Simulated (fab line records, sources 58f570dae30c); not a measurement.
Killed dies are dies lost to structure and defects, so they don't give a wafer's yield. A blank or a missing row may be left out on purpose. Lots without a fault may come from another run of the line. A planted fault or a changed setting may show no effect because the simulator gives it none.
fab line records | flow berkeley_cmos170
record lots=5 wafers=15 last_day=13
route steps=331 shown ACTIVE@69 PFIELD@79 FIELD@89 SACOX@97 SCREENOX@100 NVT@104
lots that met no fault: from a run of the same line without faults
start_h: hours from the record's first day to the start of the lot's first wafer shown | wait_h: hours since the lot's step before | " the same as in the row above | L1.1+2: a row that stands for several wafers | - no value, or no start given | * or withheld: withheld | < > ~ a bound
route shown NAME@n: a module of which the file shows steps, and the number in the route of the first | usual: mean/standard deviation of fault-free wafers | same: alike in all rows | chamber/n: place in a boat | sites: the reading at each site | _std_site: their standard deviation | _edge_site: outer sites' mean less inner sites' | radius_mm: how far each site lies from the wafer's centre | mask NAME#n: copy n | behind: the tool/chamber that last shaped the wafer | hold: why the lot was held/for how many hours/how that ended | device: the transistor (n, p or np) that didn't switch | end of line: the same wafers' tests at the end of the route | a step without rows: its recipe alone | killed: dies lost to structure and defects at the first sort, not the wafer's yield | map: a wafer's dies, x killed, . not, _ none there
set.NAME: the setting as run; set.NAME@STEP: as run at that earlier step | model.NAME: the simulator's own value behind a step, which no gauge read
lots at some steps of the route; a table a step, a row a wafer
services: from which hour (start_h, from the record's first day; less than 0 if before it) a tool's chamber was out of use, for how many hours, and why
## steps
# step UCB170_ACTIVE_SOFTBAKE_09
# recipe resist=KrF temp_c=130 time_s=60
# usual heater_power_total_W=56.80/0.048
# same time_s=60
# columns lot.wafer tool chamber start_h wait_h heater_power_total_W
L078.1 litho_track-03 0 120.36 0.1 56.75
L078.2 " 0 " " 56.74
L078.6 " 0 " " 56.78
L081.1 litho_track-04 0 127.31 0.1 56.77
L081.2 " 0 " " 56.83
L081.5 " 0 " " 56.75
L091.1 litho_track-01 0 184.67 0.1 56.80
L091.4 " 0 " " 56.85
L091.5 " 0 " " 56.86
L094.2 litho_track-01 0 202.08 0.1 56.85
L094.5 " 0 " " 56.82
L094.6 " 0 " " 56.68
L096.1 litho_track-01 0 215.97 0.1 56.76
L096.2 " 0 " " 56.80
L096.4 " 0 " " 56.83
# step UCB170_ACTIVE_EXPOSE_10
# recipe mask_id=ACTIVE target_cd_nm=1200 na=0.5 sigma_outer=0.6 source_shape=conventional dose_mj=20.31
# same sigma_outer=0.6
# columns lot.wafer tool chamber start_h wait_h mask
L078.1+2+6 krf_scanner-01 0 120.51 0.1 ACTIVE#0
L081.1+2+5 krf_scanner-01 0 127.68 0.3 ACTIVE#0
L091.1+4+5 krf_scanner-01 0 184.94 0.2 ACTIVE#0
L094.2+5+6 krf_scanner-02 0 202.23 0.1 ACTIVE#0
L096.1+2+4 krf_scanner-02 0 216.36 0.4 ACTIVE#0
# step UCB170_ACTIVE_PEB_11
# recipe peb_temp_c=130 peb_time_s=withheld resist=KrF
# usual heater_power_total_W=56.80/0.039
# columns lot.wafer tool chamber start_h wait_h heater_power_total_W
L078.1 litho_track-04 0 120.63 0.1 56.79
L078.2 " 0 " " 56.79
L078.6 " 0 " " 56.74
L081.1 litho_track-04 0 127.83 0.1 56.76
L081.2 " 0 " " 56.75
L081.5 " 0 " " 56.78
L091.1 litho_track-04 0 185.68 0.7 56.78
L091.4 " 0 " " 56.79
L091.5 " 0 " " 56.78
L094.2 litho_track-01 0 202.35 0.1 56.84
L094.5 " 0 " " 56.83
L094.6 " 0 " " 56.75
L096.1 litho_track-03 0 216.63 0.3 56.75
L096.2 " 0 " " 56.76
L096.4 " 0 " " 56.79
# step UCB170_ACTIVE_DEVELOP_12
# recipe developer=TMAH develop_time_s=45 resist=KrF dev_temp_c=21
# usual developer_temp_C=21.00/0.12
# columns lot.wafer tool chamber start_h wait_h developer_temp_C
L078.1 litho_track-04 0 - - 20.94
L078.2 " 0 " " 21.02
L078.6 " 0 " " 20.96
L081.1 litho_track-04 0 - - 20.91
L081.2 " 0 " " 21.14
L081.5 " 0 " " 20.88
L091.1 litho_track-04 0 - - 21.12
L091.4 " 0 " " 20.98
L091.5 " 0 " " 21.10
L094.2 litho_track-01 0 - - 21.01
L094.5 " 0 " " 20.91
L094.6 " 0 " " 20.90
L096.1 litho_track-03 0 - - 21.06
L096.2 " 0 " " 21.22
L096.4 " 0 " " 20.90
# step UCB170_ACTIVE_CD_MEAS_13
# recipe target_cd_nm=1200
# usual cd_nm=1201.0/1.6
# columns lot.wafer tool chamber start_h wait_h cd_nm
L078.1 cd_sem-01 - 120.90 - 1201.9
L078.2 " - " " 1202.2
L078.6 " - " " 1202.1
L081.1 cd_sem-02 - 128.11 - 1203.5
L081.2 " - " " 1202.8
L081.5 " - " " 1203.7
L091.1 cd_sem-02 - 185.96 - 1201.0
L091.4 " - " " 1200.6
L091.5 " - " " 1200.4
L094.2 cd_sem-02 - 202.64 - 1200.3
L094.5 " - " " 1199.9
L094.6 " - " " 1199.6
L096.1 cd_sem-02 - 216.91 - 1200.9
L096.2 " - " " 1199.5
L096.4 " - " " 1200.1
# step UCB170_ACTIVE_OVL_MEAS_14
# usual ACTIVE_OVL=0/4.6
# columns lot.wafer tool chamber start_h wait_h ACTIVE_OVL[nm]
L078.1 overlay-01 - 121.02 0.1 -4
L078.2 " - " " 2
L078.6 " - " " -6
L081.1 overlay-01 - 128.23 0.1 -2
L081.2 " - " " -2
L081.5 " - " " 3
L091.1 overlay-01 - 186.08 0.1 1
L091.4 " - " " 8
L091.5 " - " " 0
L094.2 overlay-02 - 202.75 0.1 -4
L094.5 " - " " -11
L094.6 " - " " 3
L096.1 overlay-02 - 217.03 0.1 0
L096.2 " - " " 1
L096.4 " - " " -4
# step UCB170_ACTIVE_ETCH_15
# recipe chemistry=CH3F/Ar/O2 target=Si3N4 stop_on=SiO2 CH3F_flow_sccm=20 Ar_flow_sccm=50 O2_flow_sccm=7 pressure_mtorr=50 rf_w=450 target_depth_a=2420 over_etch_frac=0.1 time_s=151
# usual drypump_motor_current_A=5.9/0.57 oes_product_au=0.954/0.017 throttle_valve_pct=7.98/0.13
# same over_etch_frac=0.1 time_s=151
# columns lot.wafer tool chamber start_h wait_h drypump_motor_current_A oes_product_au rf_hours_counter_h throttle_valve_pct
L078.1 rie_diel-03 1 121.06 0.0 6.2 0.945 36 7.88
L078.2 " 0 " " 6.4 0.927 150 8.23
L078.6 " 0 " " 6.4 0.926 - 8.24
L081.1 rie_diel-02 0 128.26 0.0 6.1 0.973 10 7.83
L081.2 " 1 " " 6.4 0.957 6 8.06
L081.5 " 1 " " 6.3 0.950 - 8.04
L091.1 rie_diel-03 3 186.12 0.0 6.3 0.924 54 7.98
L091.4 " 2 " " 6.5 0.949 - 8.00
L091.5 " 1 " " 6.2 0.944 - 7.90
L094.2 rie_diel-04 1 202.78 0.0 5.8 0.950 100 7.85
L094.5 " 2 " " 5.9 0.956 - 7.91
L094.6 " 1 " " 5.8 0.950 - 7.87
L096.1 rie_diel-02 2 217.06 0.0 4.7 0.984 104 7.85
L096.2 " 3 " " 5.7 0.979 93 8.20
L096.4 " 1 " " 6.3 0.959 - 8.04
# step UCB170_ACTIVE_STRIP_16
# recipe chemistry=O2 power_w=400 pressure_mtorr=3500 platen_temp_c=withheld o2_flow_sccm=400 overash_fraction=0.5
# usual drypump_motor_current_A=5.4/0.44 oes_product_au=0.721/0.0045 strip_time_to_endpoint_s=18.08/0.089
# columns lot.wafer tool chamber start_h wait_h drypump_motor_current_A oes_product_au rf_hours_counter_h strip_time_to_endpoint_s
L078.1 plasma_asher-03 1 121.16 0.1 4.6 0.723 39 18.04
L078.2 " 0 " " 6.0 0.718 39 18.03
L078.6 " 0 " " 6.0 0.716 - 17.97
L081.1 plasma_asher-03 1 128.36 0.1 4.6 0.718 40 17.96
L081.2 " 0 " " 6.0 0.720 40 17.99
L081.5 " 0 " " 6.0 0.718 - 17.86
L091.1 plasma_asher-01 1 186.22 0.1 5.3 0.727 8 18.13
L091.4 " 0 " " 5.7 0.726 - 18.06
L091.5 " 0 " " 5.7 0.719 - 18.19
L094.2 plasma_asher-03 1 202.88 0.1 4.7 0.722 48 18.09
L094.5 " 1 " " 4.7 0.725 - 18.22
L094.6 " 0 " " 6.0 0.721 - 18.12
L096.1 plasma_asher-01 0 217.16 0.1 5.7 0.719 12 18.15
L096.2 " 1 " " 5.2 0.718 12 18.16
L096.4 " 1 " " 5.2 0.715 - 18.07
# step UCB170_ACTIVE_CD_MEAS_90
# recipe target_cd_nm=1200
# usual cd_nm=1200.9/1.6
# columns lot.wafer tool chamber start_h wait_h cd_nm
L078.1 cd_sem-01 - 121.26 0.1 1201.6
L078.2 " - " " 1202.2
L078.6 " - " " 1202.5
L081.1 cd_sem-02 - 128.46 0.1 1203.3
L081.2 " - " " 1202.5
L081.5 " - " " 1203.3
L091.1 cd_sem-01 - 186.35 0.1 1200.8
L091.4 " - " " 1201.1
L091.5 " - " " 1200.5
L094.2 cd_sem-02 - 203.22 0.3 1200.4
L094.5 " - " " 1199.6
L094.6 " - " " 1200.2
L096.1 cd_sem-02 - 217.39 0.2 1200.8
L096.2 " - " " 1199.7
L096.4 " - " " 1200.1
# step UCB170_ACTIVE_CLEAN_17
# recipe chemistry=SPM temp_c=120 time_s=600
# same time_s=600
# columns lot.wafer tool chamber start_h wait_h
L078.1+2+6 wet_bench-02 3 121.38 0.1
L081.1+2+5 wet_bench-04 2 128.68 0.2
L091.1+4+5 wet_bench-04 2 186.74 0.4
L094.2+5+6 wet_bench-03 0 203.32 0.1
L096.1+2+4 wet_bench-04 1 218.84 1.4
# step UCB170_PFIELD_HMDS_00
# recipe prime_time_s=60 prime_temp_c=100
# columns lot.wafer tool chamber start_h wait_h
L078.1+2+6 litho_track-04 0 121.63 0.1
L081.1+2+5 litho_track-01 0 128.95 0.1
L091.1+4+5 litho_track-01 0 186.92 0.0
L094.2+5+6 litho_track-02 0 203.52 0.0
L096.1+2+4 litho_track-02 0 219.28 0.3
# step UCB170_PFIELD_COAT_01
# recipe resist=KrF spin_rpm=1500 resist_thk_nm=900
# usual dispense_pressure_kPa=49.4/1.3
# columns lot.wafer tool chamber start_h wait_h dispense_pressure_kPa
L078.1 litho_track-04 0 121.78 0.1 47.9
L078.2 " 0 " " 47.9
L078.6 " 0 " " 47.9
L081.1 litho_track-01 0 129.10 0.1 50.6
L081.2 " 0 " " 50.7
L081.5 " 0 " " 50.6
L091.1 litho_track-01 0 187.07 0.1 50.6
L091.4 " 0 " " 50.6
L091.5 " 0 " " 50.6
L094.2 litho_track-02 0 203.67 0.1 50.4
L094.5 " 0 " " 50.4
L094.6 " 0 " " 50.4
L096.1 litho_track-02 0 219.43 0.1 50.4
L096.2 " 0 " " 50.4
L096.4 " 0 " " 50.4
# step UCB170_PFIELD_SOFTBAKE_02
# recipe resist=KrF temp_c=130 time_s=60
# usual heater_power_total_W=56.81/0.042
# same time_s=60
# columns lot.wafer tool chamber start_h wait_h heater_power_total_W
L078.1 litho_track-04 0 121.93 0.1 56.73
L078.2 " 0 " " 56.85
L078.6 " 0 " " 56.78
L081.1 litho_track-01 0 129.25 0.1 56.86
L081.2 " 0 " " 56.80
L081.5 " 0 " " 56.80
L091.1 litho_track-01 0 187.22 0.1 56.83
L091.4 " 0 " " 56.80
L091.5 " 0 " " 56.82
L094.2 litho_track-02 0 203.82 0.1 56.73
L094.5 " 0 " " 56.81
L094.6 " 0 " " 56.89
L096.1 litho_track-02 0 219.58 0.1 56.85
L096.2 " 0 " " 56.73
L096.4 " 0 " " 56.81
# step UCB170_PFIELD_EXPOSE_03
# recipe mask_id=PFIELD na=0.5 sigma_outer=0.6 source_shape=conventional target_cd_nm=1500 dose_mj=30
# same sigma_outer=0.6
# columns lot.wafer tool chamber start_h wait_h mask
L078.1+2+6 krf_scanner-01 0 122.20 0.2 PFIELD#0
L081.1+2+5 krf_scanner-01 0 129.52 0.2 PFIELD#0
L091.1+4+5 krf_scanner-02 0 187.37 0.1 PFIELD#0
L094.2+5+6 krf_scanner-02 0 203.96 0.1 PFIELD#0
L096.1+2+4 krf_scanner-02 0 219.86 0.2 PFIELD#0
# step UCB170_PFIELD_PEB_04
# recipe peb_temp_c=130 peb_time_s=withheld resist=KrF
# usual heater_power_total_W=56.80/0.043
# columns lot.wafer tool chamber start_h wait_h heater_power_total_W
L078.1 litho_track-04 0 122.32 0.1 56.79
L078.2 " 0 " " 56.84
L078.6 " 0 " " 56.82
L081.1 litho_track-04 0 129.75 0.2 56.84
L081.2 " 0 " " 56.78
L081.5 " 0 " " 56.84
L091.1 litho_track-01 0 187.48 0.1 56.86
L091.4 " 0 " " 56.76
L091.5 " 0 " " 56.80
L094.2 litho_track-01 0 204.09 0.1 56.79
L094.5 " 0 " " 56.85
L094.6 " 0 " " 56.74
L096.1 litho_track-02 0 220.63 0.8 56.81
L096.2 " 0 " " 56.81
L096.4 " 0 " " 56.83
# step UCB170_PFIELD_DEVELOP_05
# recipe developer=TMAH develop_time_s=45 resist=KrF dev_temp_c=21
# usual developer_temp_C=20.99/0.099
# columns lot.wafer tool chamber start_h wait_h developer_temp_C
L078.1 litho_track-04 0 - - 21.11
L078.2 " 0 " " 21.00
L078.6 " 0 " " 21.00
L081.1 litho_track-04 0 - - 20.93
L081.2 " 0 " " 21.02
L081.5 " 0 " " 20.93
L091.1 litho_track-01 0 - - 20.94
L091.4 " 0 " " 21.04
L091.5 " 0 " " 21.16
L094.2 litho_track-01 0 - - 20.97
L094.5 " 0 " " 21.20
L094.6 " 0 " " 21.17
L096.1 litho_track-02 0 - - 21.00
L096.2 " 0 " " 21.00
L096.4 " 0 " " 20.93
# step UCB170_PFIELD_OVL_MEAS_06
# usual PFIELD_OVL=1/5.8
# columns lot.wafer tool chamber start_h wait_h PFIELD_OVL[nm]
L078.1 overlay-01 - 122.59 - 12
L078.2 " - " " 5
L078.6 " - " " -1
L081.1 overlay-02 - 130.03 - 8
L081.2 " - " " 0
L081.5 " - " " 13
L091.1 overlay-02 - 187.76 - 0
L091.4 " - " " -4
L091.5 " - " " -3
L094.2 overlay-02 - 204.34 - 6
L094.5 " - " " 4
L094.6 " - " " 5
L096.1 overlay-01 - 220.91 - 6
L096.2 " - " " 6
L096.4 " - " " 9
# step UCB170_PFIELD_IMPLANT_07
# recipe species=B dose_cm2=2e+13 energy_kev=80 tilt_deg=7
# usual beam_energy_keV=80.001/0.025
# columns lot.wafer tool chamber start_h wait_h beam_energy_keV
L078.1 implanter-02 0 122.63 0.0 79.983
L078.2 " 0 " " 79.934
L078.6 " 0 " " 79.949
L081.1 implanter-01 0 130.06 0.0 80.018
L081.2 " 0 " " 80.011
L081.5 " 0 " " 80.016
L091.1 implanter-03 0 187.79 0.0 80.033
L091.4 " 0 " " 80.025
L091.5 " 0 " " 80.029
L094.2 implanter-01 0 204.40 0.0 79.956
L094.5 " 0 " " 79.971
L094.6 " 0 " " 79.972
L096.1 implanter-03 0 220.95 0.0 79.988
L096.2 " 0 " " 80.001
L096.4 " 0 " " 80.025
# step UCB170_PFIELD_STRIP_08
# recipe chemistry=O2 power_w=400 pressure_mtorr=3500 platen_temp_c=withheld o2_flow_sccm=400 overash_fraction=0.5
# usual drypump_motor_current_A=5.6/0.61 oes_product_au=0.734/0.0049 strip_time_to_endpoint_s=21.67/0.085
# columns lot.wafer tool chamber start_h wait_h drypump_motor_current_A oes_product_au rf_hours_counter_h strip_time_to_endpoint_s
L078.1 plasma_asher-03 0 122.78 0.1 6.0 0.737 39 21.66
L078.2 " 1 " " 4.7 0.736 39 21.65
L078.6 " 0 " " 6.0 0.741 - 21.74
L081.1 plasma_asher-03 1 130.21 0.1 4.6 0.730 40 21.64
L081.2 " 0 " " 6.0 0.725 40 21.69
L081.5 " 1 " " 4.6 0.728 - 21.62
L091.1 plasma_asher-01 1 187.94 0.1 5.2 0.736 8 21.80
L091.4 " 0 " " 5.7 0.733 - 21.76
L091.5 " 1 " " 5.3 0.732 - 21.80
L094.2 plasma_asher-01 1 204.52 0.1 5.2 0.736 10 21.76
L094.5 " 0 " " 5.7 0.734 - 21.77
L094.6 " 1 " " 5.2 0.727 - 21.77
L096.1 plasma_asher-02 1 221.10 0.1 6.6 0.728 42 21.71
L096.2 " 0 " " 6.2 0.731 42 21.65
L096.4 " 0 " " 6.2 0.734 - 21.69
# step UCB170_PFIELD_TW_MEAS_09
# usual PFIELD_TW=602/6.6
# columns lot.wafer tool chamber start_h wait_h PFIELD_TW
L078.1 film_metro-03 - 122.88 0.1 600
L078.2 " - " " 596
L078.6 " - " " 596
L081.1 film_metro-03 - 130.31 0.1 602
L081.2 " - " " 599
L081.5 " - " " 597
L091.1 film_metro-03 - 188.04 0.1 595
L091.4 " - " " 601
L091.5 " - " " 596
L094.2 film_metro-01 - 204.63 0.1 608
L094.5 " - " " 606
L094.6 " - " " 606
L096.1 film_metro-03 - 221.20 0.1 596
L096.2 " - " " 596
L096.4 " - " " 594
# step UCB170_FIELD_CLEAN_00
# recipe chemistry=dHF dilution=25:1 time_s=7.5
# same time_s=7.5
# columns lot.wafer tool chamber start_h wait_h
L078.1+2+6 wet_bench-01 3 122.94 0.1
L081.1+2+5 wet_bench-02 0 131.55 1.2
L091.1+4+5 wet_bench-01 2 188.10 0.1
L094.2+5+6 wet_bench-02 2 204.68 0.0
L096.1+2+4 wet_bench-01 0 221.26 0.1
# step UCB170_FIELD_OXIDATION_01
# recipe temp_c=1000 ambient=H2O p_h2o_torr=584.62 target_thk_a=5583 ox_time_s=7200
# columns lot.wafer tool chamber start_h wait_h
L078.1+2+6 furnace-04 0 128.96 6.0
L081.1+2+5 furnace-02 0 134.57 3.0
L091.1+4+5 furnace-04 0 196.74 8.6
L094.2+5+6 furnace-01 0 209.15 4.5
L096.1+2+4 furnace-01 0 225.68 4.4
# step UCB170_FIELD_THK_MEAS_02
# recipe reads=SiO2_of_FIELD_OXIDATION_01
# usual FIELD_OXIDE_THK=555/8.6
# columns lot.wafer tool chamber start_h wait_h FIELD_OXIDE_THK[nm]
L078.1 film_metro-02 - 131.96 0.0 561
L078.2 " - " " 556
L078.6 " - " " 550
L081.1 film_metro-01 - 137.57 0.0 555
L081.2 " - " " 555
L081.5 " - " " 562
L091.1 film_metro-01 - 199.74 0.0 562
L091.4 " - " " 564
L091.5 " - " " 568
L094.2 film_metro-01 - 212.16 0.0 558
L094.5 " - " " 565
L094.6 " - " " 563
L096.1 film_metro-02 - 228.68 0.0 548
L096.2 " - " " 551
L096.4 " - " " 549
# step UCB170_FIELD_ANNEAL_03
# recipe temp_c=1000 time_s=1200 ambient=N2
# same time_s=1200
# columns lot.wafer tool chamber start_h wait_h
L078.1+2+6 furnace-01 0 135.85 3.9
L081.1+2+5 furnace-02 0 142.09 4.5
L091.1+4+5 furnace-02 0 206.07 6.3
L094.2+5+6 furnace-01 0 214.90 2.7
L096.1+2+4 furnace-04 0 232.04 3.3
# step UCB170_FIELD_WET_ETCH_04
# recipe chemistry=dHF dilution=10:1 target=SiO2 temp_c=25 time_s=60
# same time_s=60
# columns lot.wafer tool chamber start_h wait_h
L078.1+2+6 wet_bench-01 1 137.18 0.0
L081.1+2+5 wet_bench-01 3 143.42 0.0
L091.1+4+5 wet_bench-02 1 207.40 0.0
L094.2+5+6 wet_bench-01 0 216.34 0.1
L096.1+2+4 wet_bench-01 2 233.37 0.0
# step UCB170_FIELD_WET_ETCH_05
# recipe chemistry=H3PO4 target=Si3N4 temp_c=160 time_s=12600
# same time_s=12600
# columns lot.wafer tool chamber start_h wait_h
L078.1+2+6 wet_bench-01 2 137.21 0.0
L081.1+2+5 wet_bench-01 1 143.45 0.0
L091.1+4+5 wet_bench-01 3 207.43 0.0
L094.2+5+6 wet_bench-01 3 216.37 0.0
L096.1+2+4 wet_bench-01 1 233.40 0.0
# step UCB170_FIELD_WET_ETCH_06
# recipe chemistry=BOE dilution=5:1 target=SiO2 temp_c=25 time_s=22
# same time_s=22
# columns lot.wafer tool chamber start_h wait_h
L078.1+2+6 wet_bench-01 3 141.39 0.0
L081.1+2+5 wet_bench-01 2 147.48 0.2
L091.1+4+5 wet_bench-01 0 211.14 0.2
L094.2+5+6 wet_bench-01 3 220.23 0.0
L096.1+2+4 wet_bench-02 2 237.23 0.0
# step UCB170_FIELD_THK_MEAS_90
# recipe reads=SiO2_of_FIELD_OXIDATION_01
# usual FIELD_OXIDE_LEFT_1_THK=438/8.8
# columns lot.wafer tool chamber start_h wait_h FIELD_OXIDE_LEFT_1_THK[nm]
L078.1 film_metro-01 - 141.40 0.0 445
L078.2 " - " " 439
L078.6 " - " " 435
L081.1 film_metro-02 - 147.49 0.0 438
L081.2 " - " " 438
L081.5 " - " " 446
L091.1 film_metro-04 - 211.16 0.0 445
L091.4 " - " " 447
L091.5 " - " " 451
L094.2 film_metro-02 - 220.25 0.0 441
L094.5 " - " " 449
L094.6 " - " " 446
L096.1 film_metro-02 - 237.24 0.0 431
L096.2 " - " " 434
L096.4 " - " " 432
# step UCB170_SACOX_CLEAN_00
# recipe chemistry=dHF dilution=25:1 time_s=7.5
# same time_s=7.5
# columns lot.wafer tool chamber start_h wait_h
L078.1+2+6 wet_bench-01 0 141.46 0.1
L081.1+2+5 wet_bench-04 2 147.55 0.1
L091.1+4+5 wet_bench-01 0 211.35 0.2
L094.2+5+6 wet_bench-01 0 220.32 0.1
L096.1+2+4 wet_bench-04 0 237.30 0.1
# step UCB170_SACOX_OXIDATION_01
# recipe temp_c=900 ambient=O2 target_thk_a=144 ox_time_s=2400
# columns lot.wafer tool chamber start_h wait_h
L078.1+2+6 furnace-02 0 146.17 4.7
L081.1+2+5 furnace-02 0 152.04 4.5
L091.1+4+5 furnace-02 0 214.35 3.0
L094.2+5+6 furnace-02 0 225.55 5.2
L096.1+2+4 furnace-01 0 240.20 2.9
# step UCB170_SACOX_THK_MEAS_02
# recipe reads=SiO2_of_SACOX_OXIDATION_01
# usual SACOX_OXIDE_THK=14.36/0.22
# columns lot.wafer tool chamber start_h wait_h SACOX_OXIDE_THK[nm]
L078.1 film_metro-01 - 147.84 0.0 14.03
L078.2 " - " " 14.21
L078.6 " - " " 13.82
L081.1 film_metro-03 - 153.70 0.0 14.63
L081.2 " - " " 14.39
L081.5 " - " " 14.52
L091.1 film_metro-01 - 216.02 0.0 14.13
L091.4 " - " " 14.18
L091.5 " - " " 14.23
L094.2 film_metro-01 - 227.23 0.0 13.85
L094.5 " - " " 14.34
L094.6 " - " " 14.32
L096.1 film_metro-01 - 241.87 0.0 14.68
L096.2 " - " " 14.44
L096.4 " - " " 14.62
# step UCB170_SCREENOX_WET_ETCH_00
# recipe chemistry=dHF dilution=25:1 target=SiO2 temp_c=25 time_s=200
# same time_s=200
# columns lot.wafer tool chamber start_h wait_h
L078.1+2+6 wet_bench-04 0 147.90 0.1
L081.1+2+5 wet_bench-01 2 153.96 0.2
L091.1+4+5 wet_bench-01 2 216.08 0.1
L094.2+5+6 wet_bench-04 2 227.28 0.0
L096.1+2+4 wet_bench-04 2 242.68 0.8
# step UCB170_SCREENOX_OXIDATION_01
# recipe temp_c=900 ambient=O2 target_thk_a=144 ox_time_s=2400
# columns lot.wafer tool chamber start_h wait_h
L078.1+2+6 furnace-04 0 152.94 5.0
L081.1+2+5 furnace-02 0 158.70 4.7
L091.1+4+5 furnace-04 0 221.27 5.1
L094.2+5+6 furnace-01 0 231.53 4.2
L096.1+2+4 furnace-04 0 245.29 2.5
# step UCB170_SCREENOX_THK_MEAS_02
# recipe reads=SiO2_of_SCREENOX_OXIDATION_01
# usual SCREENOX_OXIDE_THK=14.38/0.23
# columns lot.wafer tool chamber start_h wait_h SCREENOX_OXIDE_THK[nm]
L078.1 film_metro-04 - 154.61 0.0 14.10
L078.2 " - " " 13.94
L078.6 " - " " 14.11
L081.1 film_metro-02 - 160.37 0.0 14.12
L081.2 " - " " 14.09
L081.5 " - " " 14.09
L091.1 film_metro-02 - 222.96 0.0 14.58
L091.4 " - " " 14.25
L091.5 " - " " 14.49
L094.2 film_metro-04 - 233.21 0.0 14.46
L094.5 " - " " 14.33
L094.6 " - " " 14.36
L096.1 film_metro-02 - 246.96 0.0 14.25
L096.2 " - " " 14.36
L096.4 " - " " 14.42
# step UCB170_SCREENOX_ANNEAL_03
# recipe temp_c=900 time_s=900 ambient=N2
# same time_s=900
# columns lot.wafer tool chamber start_h wait_h
L078.1+2+6 furnace-04 0 159.86 5.2
L081.1+2+5 furnace-01 0 167.13 6.8
L091.1+4+5 furnace-04 0 227.94 5.0
L094.2+5+6 furnace-01 0 237.45 4.2
L096.1+2+4 furnace-01 0 251.92 5.0
# step UCB170_NVT_HMDS_00
# recipe prime_time_s=60 prime_temp_c=100
# columns lot.wafer tool chamber start_h wait_h
L078.1+2+6 litho_track-03 0 161.11 0.0
L081.1+2+5 litho_track-02 0 168.38 0.0
L091.1+4+5 litho_track-03 0 229.51 0.3
L094.2+5+6 litho_track-03 0 239.24 0.5
L096.1+2+4 litho_track-04 0 253.17 0.0
# step UCB170_NVT_COAT_01
# recipe resist=KrF spin_rpm=1500 resist_thk_nm=909.7
# usual dispense_pressure_kPa=48.5/1.6
# columns lot.wafer tool chamber start_h wait_h dispense_pressure_kPa
L078.1 litho_track-03 0 161.26 0.1 46.8
L078.2 " 0 " " 46.7
L078.6 " 0 " " 46.8
L081.1 litho_track-02 0 168.53 0.1 50.5
L081.2 " 0 " " 50.5
L081.5 " 0 " " 50.4
L091.1 litho_track-03 0 229.66 0.1 46.7
L091.4 " 0 " " 46.7
L091.5 " 0 " " 46.7
L094.2 litho_track-03 0 239.39 0.1 46.7
L094.5 " 0 " " 46.7
L094.6 " 0 " " 46.7
L096.1 litho_track-04 0 253.32 0.1 47.9
L096.2 " 0 " " 47.9
L096.4 " 0 " " 47.9
# step UCB170_NVT_SOFTBAKE_02
# recipe resist=KrF temp_c=130 time_s=60
# usual heater_power_total_W=56.80/0.049
# same time_s=60
# columns lot.wafer tool chamber start_h wait_h heater_power_total_W
L078.1 litho_track-03 0 161.41 0.1 56.78
L078.2 " 0 " " 56.85
L078.6 " 0 " " 56.76
L081.1 litho_track-02 0 168.68 0.1 56.81
L081.2 " 0 " " 56.77
L081.5 " 0 " " 56.81
L091.1 litho_track-03 0 229.81 0.1 56.73
L091.4 " 0 " " 56.76
L091.5 " 0 " " 56.76
L094.2 litho_track-03 0 239.54 0.1 56.78
L094.5 " 0 " " 56.81
L094.6 " 0 " " 56.81
L096.1 litho_track-04 0 253.47 0.1 56.83
L096.2 " 0 " " 56.81
L096.4 " 0 " " 56.77
# step UCB170_NVT_EXPOSE_03
# recipe mask_id=PWELL target_cd_nm=3000 na=0.5 sigma_outer=0.6 source_shape=conventional dose_mj=30
# same sigma_outer=0.6
# columns lot.wafer tool chamber start_h wait_h mask
L078.1+2+6 krf_scanner-01 0 161.73 0.3 PWELL#0
L081.1+2+5 krf_scanner-02 0 168.96 0.2 PWELL#0
L091.1+4+5 krf_scanner-01 0 230.36 0.5 PWELL#0
L094.2+5+6 krf_scanner-02 0 239.76 0.2 PWELL#0
L096.1+2+4 krf_scanner-02 0 253.62 0.1 PWELL#0
# step UCB170_NVT_PEB_04
# recipe peb_temp_c=130 peb_time_s=withheld resist=KrF
# usual heater_power_total_W=56.80/0.046
# columns lot.wafer tool chamber start_h wait_h heater_power_total_W
L078.1 litho_track-02 0 161.85 0.1 56.83
L078.2 " 0 " " 56.79
L078.6 " 0 " " 56.82
L081.1 litho_track-04 0 169.07 0.1 56.80
L081.2 " 0 " " 56.79
L081.5 " 0 " " 56.80
L091.1 litho_track-02 0 230.89 0.5 56.79
L091.4 " 0 " " 56.85
L091.5 " 0 " " 56.81
L094.2 litho_track-03 0 239.96 0.2 56.88
L094.5 " 0 " " 56.73
L094.6 " 0 " " 56.88
L096.1 litho_track-03 0 253.77 0.1 56.80
L096.2 " 0 " " 56.80
L096.4 " 0 " " 56.82
# step UCB170_NVT_DEVELOP_05
# recipe developer=TMAH develop_time_s=45 resist=KrF dev_temp_c=21
# usual developer_temp_C=20.98/0.11
# columns lot.wafer tool chamber start_h wait_h developer_temp_C
L078.1 litho_track-02 0 - - 21.10
L078.2 " 0 " " 20.94
L078.6 " 0 " " 21.07
L081.1 litho_track-04 0 - - 21.05
L081.2 " 0 " " 20.85
L081.5 " 0 " " 20.90
L091.1 litho_track-02 0 - - 20.94
L091.4 " 0 " " 20.95
L091.5 " 0 " " 20.89
L094.2 litho_track-03 0 - - 21.06
L094.5 " 0 " " 20.86
L094.6 " 0 " " 21.12
L096.1 litho_track-03 0 - - 21.06
L096.2 " 0 " " 21.06
L096.4 " 0 " " 21.21
# step UCB170_NVT_OVL_MEAS_06
# usual NVT_OVL=1/6.2
# columns lot.wafer tool chamber start_h wait_h NVT_OVL[nm]
L078.1 overlay-02 - 162.12 - -6
L078.2 " - " " -1
L078.6 " - " " -1
L081.1 overlay-02 - 169.35 - 3
L081.2 " - " " -6
L081.5 " - " " -3
L091.1 overlay-02 - 231.16 - 2
L091.4 " - " " -2
L091.5 " - " " 9
L094.2 overlay-02 - 240.22 - -8
L094.5 " - " " -4
L094.6 " - " " -2
L096.1 overlay-02 - 254.04 - 7
L096.2 " - " " 7
L096.4 " - " " 6
## services
# columns tool chamber start_h hours kind
rie_diel-03 0 97.21 6.2 repair
implanter-03 - 99.48 1.7 repair
krf_scanner-01 - 102.67 1.0 pm
implanter-01 - 107.70 15.7 repair
plasma_asher-01 - 108.75 9.0 pm
furnace-01 - 111.83 2.6 pm
rie_diel-04 2 122.54 4.4 repair
plasma_asher-03 - 123.51 3.5 repair
krf_scanner-01 - 134.14 0.8 pm
rie_diel-02 1 136.08 7.0 repair
krf_scanner-02 - 153.62 1.3 pm
krf_scanner-01 - 175.32 1.3 pm
rie_diel-02 3 183.62 18.6 repair
implanter-01 - 188.04 4.6 pm
furnace-01 - 190.34 12.8 repair
rie_diel-03 3 201.23 7.4 repair
rie_diel-02 0 211.67 10.0 repair
krf_scanner-01 - 234.55 0.1 repair
krf_scanner-01 - 237.08 3.1 repair
rie_diel-03 2 240.98 5.3 repair
rie_diel-03 1 245.03 21.2 repair
krf_scanner-01 - 249.51 1.3 repair
rie_diel-02 - 250.91 1.6 repair
krf_scanner-02 - 253.73 1.0 pm
## key
fault none
